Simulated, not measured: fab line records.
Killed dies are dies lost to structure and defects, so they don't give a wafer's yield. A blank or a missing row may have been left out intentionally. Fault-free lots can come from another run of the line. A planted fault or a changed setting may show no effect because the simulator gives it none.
Split-lot trial :: flow berkeley cmos170 :: route with 331 steps; 5 lots, 23 wafers read

SPLIT DETAILS
At UCB170_V1_ETCH_14 (etches SiO2 in CHF3/CF4/Ar, stops on Al, target depth 1250 nm, time 291 s), the setting time s was moved away from the recipe's 291 s on 6 of the 23 wafers read, by -10.4% to -4.6%. For the rest of the wafers, this setting stayed at what the recipe calls for.

The reading comes from the split's own step.

THE READING
KrF_of_V1_COAT_07.thk nm (the simulator's own value, which no gauge read), in nm, at UCB170_V1_ETCH_14 (etches SiO2 in CHF3/CF4/Ar, stops on Al, target depth 1250 nm, time 291 s). There is no usual value for it anywhere in the file. The 17 wafers here that ran the recipe average 609.7 nm, standard deviation 3.8 nm.

wafer: L076.1
tool, chamber at the split: rie diel-04, 2
time s as run, s: 291
against the recipe: recipe
KrF_of_V1_COAT_07.thk nm, nm: 610
against lot-mates on the recipe: -

wafer: L076.2
tool, chamber at the split: rie diel-04, 3
time s as run, s: 291
against the recipe: recipe
KrF_of_V1_COAT_07.thk nm, nm: 599.9
against lot-mates on the recipe: -

wafer: L076.4
tool, chamber at the split: rie diel-04, 0
time s as run, s: 291
against the recipe: recipe
KrF_of_V1_COAT_07.thk nm, nm: 606.6
against lot-mates on the recipe: -

wafer: L076.5
tool, chamber at the split: rie diel-04, 1
time s as run, s: 291
against the recipe: recipe
KrF_of_V1_COAT_07.thk nm, nm: 605.6
against lot-mates on the recipe: -

wafer: L076.6
tool, chamber at the split: rie diel-04, 2
time s as run, s: 291
against the recipe: recipe
KrF_of_V1_COAT_07.thk nm, nm: 607.6
against lot-mates on the recipe: -

wafer: L077.1
tool, chamber at the split: rie diel-01, 2
time s as run, s: 291
against the recipe: recipe
KrF_of_V1_COAT_07.thk nm, nm: 612.9
against lot-mates on the recipe: -

wafer: L077.2
tool, chamber at the split: rie diel-01, 3
time s as run, s: 260.8
against the recipe: -10.4%
KrF_of_V1_COAT_07.thk nm, nm: 639.2
against lot-mates on the recipe: +27.6

wafer: L077.3
tool, chamber at the split: rie diel-01, 0
time s as run, s: 291
against the recipe: recipe
KrF_of_V1_COAT_07.thk nm, nm: 611.8
against lot-mates on the recipe: -

wafer: L077.4
tool, chamber at the split: rie diel-01, 1
time s as run, s: 260.8
against the recipe: -10.4%
KrF_of_V1_COAT_07.thk nm, nm: 638.3
against lot-mates on the recipe: +26.7

wafer: L077.6
tool, chamber at the split: rie diel-01, 0
time s as run, s: 291
against the recipe: recipe
KrF_of_V1_COAT_07.thk nm, nm: 610.1
against lot-mates on the recipe: -

wafer: L079.1
tool, chamber at the split: rie diel-02, 2
time s as run, s: 268.4
against the recipe: -7.8%
KrF_of_V1_COAT_07.thk nm, nm: 629.8
against lot-mates on the recipe: +16.6

wafer: L079.3
tool, chamber at the split: rie diel-02, 0
time s as run, s: 291
against the recipe: recipe
KrF_of_V1_COAT_07.thk nm, nm: 613.3
against lot-mates on the recipe: -

wafer: L079.4
tool, chamber at the split: rie diel-02, 1
time s as run, s: 291
against the recipe: recipe
KrF_of_V1_COAT_07.thk nm, nm: 613.9
against lot-mates on the recipe: -

wafer: L079.5
tool, chamber at the split: rie diel-02, 0
time s as run, s: 291
against the recipe: recipe
KrF_of_V1_COAT_07.thk nm, nm: 612.4
against lot-mates on the recipe: -

wafer: L079.6
tool, chamber at the split: rie diel-02, 3
time s as run, s: 268.4
against the recipe: -7.8%
KrF_of_V1_COAT_07.thk nm, nm: 631.2
against lot-mates on the recipe: +18.0

wafer: L081.1
tool, chamber at the split: rie diel-02, 1
time s as run, s: 277.6
against the recipe: -4.6%
KrF_of_V1_COAT_07.thk nm, nm: 630.3
against lot-mates on the recipe: +17.8

wafer: L081.2
tool, chamber at the split: rie diel-02, 0
time s as run, s: 291
against the recipe: recipe
KrF_of_V1_COAT_07.thk nm, nm: 613.5
against lot-mates on the recipe: -

wafer: L081.3
tool, chamber at the split: rie diel-02, 2
time s as run, s: 291
against the recipe: recipe
KrF_of_V1_COAT_07.thk nm, nm: 611
against lot-mates on the recipe: -

wafer: L081.5
tool, chamber at the split: rie diel-02, 2
time s as run, s: 277.6
against the recipe: -4.6%
KrF_of_V1_COAT_07.thk nm, nm: 621.8
against lot-mates on the recipe: +9.3

wafer: L081.6
tool, chamber at the split: rie diel-02, 1
time s as run, s: 291
against the recipe: recipe
KrF_of_V1_COAT_07.thk nm, nm: 613
against lot-mates on the recipe: -

wafer: L083.1
tool, chamber at the split: rie diel-02, 1
time s as run, s: 291
against the recipe: recipe
KrF_of_V1_COAT_07.thk nm, nm: 612
against lot-mates on the recipe: -

wafer: L083.2
tool, chamber at the split: rie diel-02, 3
time s as run, s: 291
against the recipe: recipe
KrF_of_V1_COAT_07.thk nm, nm: 605.2
against lot-mates on the recipe: -

wafer: L083.5
tool, chamber at the split: rie diel-02, 3
time s as run, s: 291
against the recipe: recipe
KrF_of_V1_COAT_07.thk nm, nm: 606.6
against lot-mates on the recipe: -

FIT RESULTS
A straight line over all 23 wafers: KrF_of_V1_COAT_07.thk nm changes by -2.82 nm for each +1% of time s; r = -0.94; the points scatter about the line by 3.8 nm.
The same after taking each lot's own level away (the mean of its wafers on the recipe; 23 wafers): -2.52 nm for each +1%; r = -0.96; scatter 2.7 nm.
Per that fit: largest time s move, reading shift of 26 nm.
Measured against the standard deviation above, the lots' own levels, which go from 605.94 to 613.20 nm, span 1.9 times it.
In other words, the slope is changed by the lot-to-lot level; the two fits disagree.
Check: with one of the wafers moved furthest among these (-10.4%) left out of the fit, the line predicts +25.7 nm for it against its lot-mates. It came out at +27.6 nm against them.

FURTHER SPLITS ON THESE WAFERS
Note: prior to the reading, these wafers also went through further splits. Each is held against what the fit with the lots' levels taken away leaves over:
other split on the same wafers: UCB170_SILICIDE_SPUTTER_01 time s
wafers away from the commonest value: 5
r with KrF_of_V1_COAT_07.thk nm (lot level and that fit taken away): -0.08

other split on the same wafers: UCB170_CONTACT_CVD_01 o2 flow sccm
wafers away from the commonest value: 18
r with KrF_of_V1_COAT_07.thk nm (lot level and that fit taken away): -0.17

other split on the same wafers: UCB170_CONTACT_PEB_13 peb temp c
wafers away from the commonest value: 5
r with KrF_of_V1_COAT_07.thk nm (lot level and that fit taken away): +0.04

other split on the same wafers: UCB170_M1_SPUTTER_00 time s
wafers away from the commonest value: 10
r with KrF_of_V1_COAT_07.thk nm (lot level and that fit taken away): +0.48

other split on the same wafers: UCB170_M1_METAL_ETCH_12 icp w
wafers away from the commonest value: 10
r with KrF_of_V1_COAT_07.thk nm (lot level and that fit taken away): +0.27

THE WHOLE CHAIN: every reading that the file lists as answering this split, in the file's order
step: UCB170_V1_ETCH_14
what it does: etches SiO2 in CHF3/CF4/Ar, stops on Al, target depth 1250 nm, time 291 s
reading: KrF_of_V1_COAT_07.thk nm (the simulator's own value, which no gauge read)
change (the file's fit): -2.53 nm for each +1% of the setting
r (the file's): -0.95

step: UCB170_V1_STRIP_15
what it does: strips in O2
reading: strip time to endpoint s
change (the file's fit): withheld for each +1% of the setting
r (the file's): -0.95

THE FILE'S OWN FIT
KrF_of_V1_COAT_07.thk nm changes by -2.53 nm for each +1% of time s, r = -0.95.
